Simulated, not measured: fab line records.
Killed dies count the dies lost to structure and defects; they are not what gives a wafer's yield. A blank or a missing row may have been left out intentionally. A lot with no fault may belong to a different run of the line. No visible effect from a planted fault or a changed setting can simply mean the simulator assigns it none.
2 desks looking at one fault ; flow berkeley_cmos170 ; only its own numbers are on each desk; what lay behind them is given at the end

AT THE METROLOGY DESK
What the gauges read for every lot (on any tool): the sampled wafers with a number, averaged. A lot is out of limits, marked OUT, if its mean lies more than 4 standard deviations from the usual mean; the brackets give that distance.
Columns: A = ACTIVE_OVL at UCB170_ACTIVE_OVL_MEAS_14, usual 1 nm; B = cd_nm at UCB170_ACTIVE_CD_MEAS_90, usual 1200.1 nm; C = PFIELD_OVL at UCB170_PFIELD_OVL_MEAS_06, usual 2 nm
lot;first seen here;A;B;C
L996;day 5 15:02;-2;1199.4;2
L102;day 6 15:12;-3;1199.0;-3
L107;day 7 22:50;-4;1202.2;-0
L109;day 8 10:35;5;1201.8;2
L108;day 8 10:42;4;1199.9;-1
L111;day 8 18:49;-1;1199.8;7
This desk's verdict: no lot among the 6 shows anything out of limits.

AT THE TOOL OWNER'S DESK: implanter-04
For each lot that ran on this tool, the mean over its sampled wafers that have a number, from the tool's own readings at UCB170_PFIELD_IMPLANT_07. A lot is out of limits, marked OUT, if its mean lies more than 4 standard deviations from the usual mean; the brackets give that distance.
Columns: A = beam_energy_keV at UCB170_PFIELD_IMPLANT_07, usual 79.999
lot;first seen here;A
L996;day 5 17:23;79.991
L107;day 8 00:31;76.859 (-99 or more) OUT
L109;day 8 12:28;76.908 (-99 or more) OUT
This desk's verdict: out of limits on L107, L109, starting with L107 at day 8 00:31 (beam_energy_keV at UCB170_PFIELD_IMPLANT_07). L996 stayed within limits.

TAKEN TOGETHER
The tool owner's desk could have raised an alarm at day 8 00:31, on L107, L109.
Metrology desk: nothing out of limits seen.
The metrology desk has L107, L109 on record, within its limits.
UCB170_PFIELD_IMPLANT_07 was run on implanter-04 by each of the lots named.

WHAT THE SIMULATOR HAD INSERTED
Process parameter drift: implanter-04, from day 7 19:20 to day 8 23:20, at UCB170_PFIELD_IMPLANT_07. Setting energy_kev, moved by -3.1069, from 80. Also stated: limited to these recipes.
Lots struck among those shown: L107, L109.
Each desk's first reading out of limits, in hours after the fault started: the tool owner's desk, 5.
